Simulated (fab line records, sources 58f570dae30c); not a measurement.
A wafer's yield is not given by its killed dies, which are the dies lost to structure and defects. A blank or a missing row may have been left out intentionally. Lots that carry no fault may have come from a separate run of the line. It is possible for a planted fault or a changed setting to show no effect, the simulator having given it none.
Which tool did it?    flow berkeley_cmos170    15 lots with 45 wafers sampled at 5 steps, on a route of 331 steps

## WHAT THE GAUGES READ, wafer by wafer
UCB170_NSD_OVL_MEAS_07. Usual: NSD_OVL typically reads 2 nm, with standard deviation 5.5.
lot   measured      on          NSD_OVL (nm)  flag
L328  day 8 04:33   overlay-01  0 3 4         
L326  day 8 04:50   overlay-01  5 -2 10       
L323  day 8 05:06   overlay-01  4 7 5         
L330  day 9 09:59   overlay-01  -5 -2 -3      
L332  day 9 10:01   overlay-02  4 3 3         
L331  day 9 10:23   overlay-02  7 -1 -6       
L333  day 10 00:16  overlay-01  4 5 1         
L335  day 10 00:37  overlay-02  7 5 10        
L336  day 10 15:22  overlay-01  -2 -6 -11     
L339  day 11 04:33  overlay-02  -1 0 2        
L340  day 11 16:46  overlay-01  4 5 2         
L341  day 11 17:01  overlay-02  -6 3 -3       
L342  day 12 01:19  overlay-02  -3 0 -2       
L343  day 12 02:02  overlay-01  1 0 5         
L346  day 12 14:11  overlay-01  10 12 7       

UCB170_CONTACT_CD_MEAS_90 targets a cd of 700 nm. Usual: cd_nm at 699.8 nm, with a standard deviation of 1.5.
lot   measured      on         cd_nm (nm)         flag
L328  day 8 13:18   cd_sem-01  698.6 698.9 702.0  
L326  day 8 12:48   cd_sem-01  697.4 697.7 697.9  
L323  day 8 13:26   cd_sem-02  700.5 699.7 699.6  
L330  day 9 16:55   cd_sem-01  698.7 700.5 698.6  
L332  day 9 17:17   cd_sem-01  702.6 700.7 701.9  
L331  day 9 18:10   cd_sem-01  700.1 699.6 698.8  
L333  day 10 07:31  cd_sem-02  699.8 700.1 701.2  
L335  day 10 07:38  cd_sem-02  697.7 700.9 699.8  
L336  day 10 23:35  cd_sem-01  700.6 700.6 701.2  
L339  day 11 11:08  cd_sem-01  700.5 701.5 702.1  
L340  day 12 01:44  cd_sem-01  699.4 699.7 698.1  
L341  day 12 04:36  cd_sem-02  - - -              OFF
L342  day 12 08:02  cd_sem-01  - - -              OFF
L343  day 12 09:05  cd_sem-02  - - -              OFF
L346  day 12 21:01  cd_sem-02  698.7 698.2 697.6  

UCB170_M1_OVL_MEAS_10. Usual: M1_OVL typically reads 1 nm, with standard deviation 5.2.
lot   measured      on          M1_OVL (nm)  flag
L328  day 8 15:28   overlay-02  2 11 -2      
L326  day 8 14:50   overlay-02  11 4 1       
L323  day 8 15:50   overlay-02  0 2 -8       
L330  day 9 18:33   overlay-02  1 5 -2       
L332  day 9 18:55   overlay-01  -6 5 7       
L331  day 9 19:40   overlay-01  -5 0 2       
L333  day 10 09:52  overlay-02  3 -2 1       
L335  day 10 10:09  overlay-02  -3 9 9       
L336  day 11 01:24  overlay-01  -7 4 -1      
L339  day 11 13:01  overlay-02  3 9 5        
L340  day 12 04:26  overlay-02  4 6 8        
L346  day 12 23:17  overlay-02  -3 -10 -5    

## TOOL THAT RAN EACH LOT (tool first, then ch and the chambers of the sampled wafers, then the start)
lot   UCB170_SDANNEAL_RTA_00            UCB170_CONTACT_CVD_01
L328  rtp_anneal-02 ch 0, day 8 05:53   lpcvd-02 ch 0, day 8 07:12
L326  rtp_anneal-02 ch 0, day 8 06:14   lpcvd-01 ch 1, day 8 07:58
L323  rtp_anneal-01 ch 0, day 8 06:26   lpcvd-01 ch 0, day 8 07:58
L330  rtp_anneal-01 ch 0, day 9 11:15   lpcvd-01 ch 1, day 9 12:49
L332  rtp_anneal-02 ch 0, day 9 11:16   lpcvd-01 ch 0, day 9 12:49
L331  rtp_anneal-01 ch 0, day 9 11:42   lpcvd-02 ch 0, day 9 14:04
L333  rtp_anneal-01 ch 0, day 10 01:31  lpcvd-01 ch 0, day 10 02:40
L335  rtp_anneal-02 ch 0, day 10 01:51  lpcvd-02 ch 0, day 10 03:00
L336  rtp_anneal-02 ch 0, day 10 16:52  lpcvd-02 ch 1, day 10 19:33
L339  rtp_anneal-02 ch 0, day 11 05:49  lpcvd-01 ch 0, day 11 06:56
L340  rtp_anneal-01 ch 0, day 11 18:01  lpcvd-02 ch 1, day 11 19:14
L341  rtp_anneal-02 ch 0, day 11 18:18  lpcvd-01 ch 0, day 11 22:55
L342  rtp_anneal-01 ch 0, day 12 02:57  lpcvd-01 ch 1, day 12 04:06
L343  rtp_anneal-01 ch 0, day 12 03:42  lpcvd-02 ch 0, day 12 04:56
L346  rtp_anneal-02 ch 0, day 12 15:37  lpcvd-01 ch 0, day 12 17:07
- UCB170_SDANNEAL_RTA_00: time 10 s.
- UCB170_CONTACT_CVD_01: deposits PSG from SiH4/O2/PH3, target thk 700 nm, time 2820 s.

## AS READ BY THE TOOLS THEMSELVES (means over the sampled wafers that have a number; for cases with no such wafer, the mark the record gives instead)
UCB170_SDANNEAL_RTA_00. Usual: lamp_power_pct 23.2 %, standard deviation 0.87; wafer_temp_C_max 902.5, standard deviation 0.6.
lot   tool           lamp_power_pct (%)  wafer_temp_C_max  flag
L328  rtp_anneal-02  24.0                902.9             
L326  rtp_anneal-02  24.0                903.7             
L323  rtp_anneal-01  22.2                902.1             
L330  rtp_anneal-01  22.2                902.2             
L332  rtp_anneal-02  24.0                903.1             
L331  rtp_anneal-01  22.2                903.4             
L333  rtp_anneal-01  22.2                902.0             
L335  rtp_anneal-02  24.0                901.9             
L336  rtp_anneal-02  24.0                902.9             
L339  rtp_anneal-02  24.0                903.2             
L340  rtp_anneal-01  22.3                901.8             
L341  rtp_anneal-02  24.0                902.3             
L342  rtp_anneal-01  22.2                901.7             
L343  rtp_anneal-01  22.2                902.0             
L346  rtp_anneal-02  24.0                902.5             

UCB170_CONTACT_CVD_01. Usual: o2_flow_sccm 89.96 sccm, standard deviation 0.28; ph3_flow_sccm 25.02 sccm, standard deviation 0.068; pressure_mtorr 299.9 mTorr, standard deviation 0.59; spike_tc_load_C 470.7 C, standard deviation 1.6.
lot   tool      o2_flow_sccm (sccm)  ph3_flow_sccm (sccm)  pressure_mtorr (mTorr)  spike_tc_load_C (C)  flag
L328  lpcvd-02  89.93                24.99                 300.1                   470.4                
L326  lpcvd-01  89.63                25.01                 299.2                   472.5                
L323  lpcvd-01  89.62                25.00                 299.3                   469.1                
L330  lpcvd-01  89.96                25.05                 300.2                   473.0                
L332  lpcvd-01  89.68                24.97                 300.4                   469.2                
L331  lpcvd-02  89.94                25.02                 299.4                   469.7                
L333  lpcvd-01  89.83                25.00                 300.5                   470.1                
L335  lpcvd-02  89.76                25.02                 300.0                   471.0                
L336  lpcvd-02  89.95                25.05                 300.2                   469.5                
L339  lpcvd-01  90.00                25.05                 300.1                   470.9                
L340  lpcvd-02  90.01                25.09                 300.0                   469.9                
L341  lpcvd-01  -                    -                     -                       -                    OFF
L342  lpcvd-01  -                    -                     -                       -                    OFF
L343  lpcvd-02  -                    -                     -                       -                    OFF
L346  lpcvd-01  89.91                25.11                 299.1                   468.8                

## THE ANSWER, worked out from the rows above alone
Rule: take the mean of a lot's wafers that have a number; if it is more than 3 standard deviations from the usual mean, the lot is off. A lot without any number at a reading at which 4 lots or more have one is off too. All remaining lots with rows at the step are treated as sound. Order of review: gauges by route order, followed by the tools' own readings, for which a lot's mean as printed above is used. The first step at which some lot is off is used, and at that step the reading that is off furthest; a lot without a number counts as furthest.
Off, at UCB170_CONTACT_CD_MEAS_90 on cd_nm: L341, L342, L343. Without a number there: L341, L342, L343.
If a tool, at a process step before that reading, ran all the lots that are off and no sound lot after the first of them, it fits. Not tried: the gauges at UCB170_CONTACT_CD_MEAS_90; whatever is off there is also off at UCB170_CONTACT_CVD_01, on other tools, and gauge error can't account for it. None of those tried fits.

## WHAT HAD BEEN PUT IN BY THE SIMULATOR
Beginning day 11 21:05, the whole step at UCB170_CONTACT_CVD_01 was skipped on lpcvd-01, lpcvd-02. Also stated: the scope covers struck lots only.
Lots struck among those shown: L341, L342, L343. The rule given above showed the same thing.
